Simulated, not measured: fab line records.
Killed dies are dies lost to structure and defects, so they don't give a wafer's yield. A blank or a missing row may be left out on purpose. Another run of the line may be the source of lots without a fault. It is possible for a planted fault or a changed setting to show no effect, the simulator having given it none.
Which tool was responsible? || flow rit_cmos || 13 lots with 39 wafers sampled at 4 steps, on a route of 202 steps

WHAT THE GAUGES SHOWED, per wafer
RIT_NRETRO_OVL_MEAS_06. Usual: for NRETRO_OVL the level is 0.5 nm and the standard deviation is 1.3.
{"lot": "L703", "measured": "day 2 15:00", "on": "overlay-01", "NRETRO_OVL (nm)": "2.3 1.3 3.9", "flag": ""}
{"lot": "L704", "measured": "day 2 20:23", "on": "overlay-02", "NRETRO_OVL (nm)": "- - -", "flag": "OFF"}
{"lot": "L708", "measured": "day 3 16:29", "on": "overlay-01", "NRETRO_OVL (nm)": "1.0 0.5 0.0", "flag": ""}
{"lot": "L712", "measured": "day 4 11:44", "on": "overlay-02", "NRETRO_OVL (nm)": "2.1 1.5 0.2", "flag": ""}
{"lot": "L714", "measured": "day 4 22:01", "on": "overlay-01", "NRETRO_OVL (nm)": "2.2 2.1 1.3", "flag": ""}
{"lot": "L715", "measured": "day 5 03:55", "on": "overlay-01", "NRETRO_OVL (nm)": "-0.9 -2.1 -0.9", "flag": ""}
{"lot": "L716", "measured": "day 5 08:16", "on": "overlay-02", "NRETRO_OVL (nm)": "2.7 2.3 1.6", "flag": ""}
{"lot": "L717", "measured": "day 5 13:54", "on": "overlay-01", "NRETRO_OVL (nm)": "-0.3 -0.7 1.8", "flag": ""}
{"lot": "L719", "measured": "day 5 23:48", "on": "overlay-02", "NRETRO_OVL (nm)": "-0.2 -1.6 -0.8", "flag": ""}
{"lot": "L720", "measured": "day 6 04:18", "on": "overlay-02", "NRETRO_OVL (nm)": "-0.9 0.2 -1.0", "flag": ""}
{"lot": "L721", "measured": "day 6 08:56", "on": "overlay-02", "NRETRO_OVL (nm)": "0.4 -0.7 -1.7", "flag": ""}
{"lot": "L723", "measured": "day 6 19:33", "on": "overlay-01", "NRETRO_OVL (nm)": "2.3 1.1 2.8", "flag": ""}
{"lot": "L724", "measured": "day 7 00:11", "on": "overlay-01", "NRETRO_OVL (nm)": "0.6 2.2 2.7", "flag": ""}

RIT_NRETRO_TW_MEAS_10. Usual: for NRETRO_TW the level is 1060 and the standard deviation is 5.6.
{"lot": "L703", "measured": "day 2 15:37", "on": "film_metro-01", "NRETRO_TW": "1065 1071 1071", "flag": ""}
{"lot": "L704", "measured": "day 2 20:59", "on": "film_metro-04", "NRETRO_TW": "30 30 30", "flag": "OFF"}
{"lot": "L708", "measured": "day 3 17:05", "on": "film_metro-04", "NRETRO_TW": "1064 1061 1063", "flag": ""}
{"lot": "L712", "measured": "day 4 12:22", "on": "film_metro-04", "NRETRO_TW": "1049 1052 1053", "flag": ""}
{"lot": "L714", "measured": "day 4 22:37", "on": "film_metro-04", "NRETRO_TW": "1051 1057 1055", "flag": ""}
{"lot": "L715", "measured": "day 5 04:31", "on": "film_metro-04", "NRETRO_TW": "1064 1060 1062", "flag": ""}
{"lot": "L716", "measured": "day 5 08:52", "on": "film_metro-01", "NRETRO_TW": "1063 1063 1059", "flag": ""}
{"lot": "L717", "measured": "day 5 14:31", "on": "film_metro-02", "NRETRO_TW": "1062 1066 1063", "flag": ""}
{"lot": "L719", "measured": "day 6 00:25", "on": "film_metro-01", "NRETRO_TW": "1065 1062 1060", "flag": ""}
{"lot": "L720", "measured": "day 6 04:55", "on": "film_metro-02", "NRETRO_TW": "1057 1057 1057", "flag": ""}
{"lot": "L721", "measured": "day 6 09:34", "on": "film_metro-04", "NRETRO_TW": "1057 1063 1063", "flag": ""}
{"lot": "L723", "measured": "day 6 20:11", "on": "film_metro-02", "NRETRO_TW": "1056 1059 1058", "flag": ""}
{"lot": "L724", "measured": "day 7 00:49", "on": "film_metro-02", "NRETRO_TW": "1055 1055 1056", "flag": ""}

RIT_PRETRO_TW_MEAS_10. Usual: for PRETRO_TW the level is 477 and the standard deviation is 3.
{"lot": "L703", "measured": "day 2 17:17", "on": "film_metro-02", "PRETRO_TW": "480 483 482", "flag": ""}
{"lot": "L704", "measured": "day 2 22:40", "on": "film_metro-02", "PRETRO_TW": "1093 1097 1096", "flag": "OFF"}
{"lot": "L708", "measured": "day 3 18:50", "on": "film_metro-03", "PRETRO_TW": "477 477 476", "flag": ""}
{"lot": "L712", "measured": "day 4 14:02", "on": "film_metro-02", "PRETRO_TW": "478 477 477", "flag": ""}
{"lot": "L714", "measured": "day 5 00:14", "on": "film_metro-04", "PRETRO_TW": "476 479 475", "flag": ""}
{"lot": "L715", "measured": "day 5 06:05", "on": "film_metro-02", "PRETRO_TW": "478 479 479", "flag": ""}
{"lot": "L716", "measured": "day 5 10:26", "on": "film_metro-04", "PRETRO_TW": "474 477 476", "flag": ""}
{"lot": "L717", "measured": "day 5 16:04", "on": "film_metro-02", "PRETRO_TW": "478 477 476", "flag": ""}
{"lot": "L719", "measured": "day 6 02:07", "on": "film_metro-03", "PRETRO_TW": "474 473 475", "flag": ""}
{"lot": "L720", "measured": "day 6 06:28", "on": "film_metro-02", "PRETRO_TW": "476 476 476", "flag": ""}
{"lot": "L721", "measured": "day 6 11:14", "on": "film_metro-02", "PRETRO_TW": "475 477 475", "flag": ""}
{"lot": "L723", "measured": "day 6 21:51", "on": "film_metro-03", "PRETRO_TW": "471 472 470", "flag": ""}
{"lot": "L724", "measured": "day 7 02:33", "on": "film_metro-04", "PRETRO_TW": "476 472 475", "flag": ""}

EACH LOT AND THE TOOL THAT RAN IT (in order: tool; ch and the chambers of the sampled wafers; start)
{"lot": "L703", "RIT_NRETRO_EXPOSE_03": "iline_stepper-01 ch 0, day 2 14:34"}
{"lot": "L704", "RIT_NRETRO_EXPOSE_03": "iline_stepper-02 ch 0, day 2 19:57"}
{"lot": "L708", "RIT_NRETRO_EXPOSE_03": "iline_stepper-01 ch 0, day 3 16:03"}
{"lot": "L712", "RIT_NRETRO_EXPOSE_03": "iline_stepper-01 ch 0, day 4 11:20"}
{"lot": "L714", "RIT_NRETRO_EXPOSE_03": "iline_stepper-01 ch 0, day 4 21:35"}
{"lot": "L715", "RIT_NRETRO_EXPOSE_03": "iline_stepper-01 ch 0, day 5 03:29"}
{"lot": "L716", "RIT_NRETRO_EXPOSE_03": "iline_stepper-02 ch 0, day 5 07:50"}
{"lot": "L717", "RIT_NRETRO_EXPOSE_03": "iline_stepper-02 ch 0, day 5 13:29"}
{"lot": "L719", "RIT_NRETRO_EXPOSE_03": "iline_stepper-02 ch 0, day 5 23:24"}
{"lot": "L720", "RIT_NRETRO_EXPOSE_03": "iline_stepper-02 ch 0, day 6 03:55"}
{"lot": "L721", "RIT_NRETRO_EXPOSE_03": "iline_stepper-01 ch 0, day 6 08:31"}
{"lot": "L723", "RIT_NRETRO_EXPOSE_03": "iline_stepper-02 ch 0, day 6 19:10"}
{"lot": "L724", "RIT_NRETRO_EXPOSE_03": "iline_stepper-02 ch 0, day 6 23:47"}
- RIT_NRETRO_EXPOSE_03: exposes mask M4, target cd 43900 nm.

AS READ BY THE TOOLS THEMSELVES (means over the sampled wafers that have a number; for cases with no such wafer, the mark the record gives instead)
The record holds no such reading with a usual standard deviation.

THE ANSWER, worked out from the rows above alone
Rule: a lot is off if the mean of its wafers that have a number lies more than 3 standard deviations from the usual mean. Also off: a lot with no number at a reading for which 4 or more lots have one. All remaining lots with rows at the step are treated as sound. After the gauges, taken in route order, come the tools' own readings; for these a lot's mean is taken, as printed above. At the first step where some lot is off, the reading lying furthest off is the one used; lots without a number count as furthest.
Off: L704, at RIT_NRETRO_OVL_MEAS_06 (NRETRO_OVL). Without a number there: L704.
If a tool, at a process step before that reading, ran all the lots that are off and no sound lot after the first of them, it fits. Not tried: the gauges at RIT_NRETRO_OVL_MEAS_06; whatever is off there is also off at RIT_NRETRO_TW_MEAS_10, on other tools, and gauge error can't account for it. None of those tried fits.

WHAT WAS PUT IN BY THE SIMULATOR
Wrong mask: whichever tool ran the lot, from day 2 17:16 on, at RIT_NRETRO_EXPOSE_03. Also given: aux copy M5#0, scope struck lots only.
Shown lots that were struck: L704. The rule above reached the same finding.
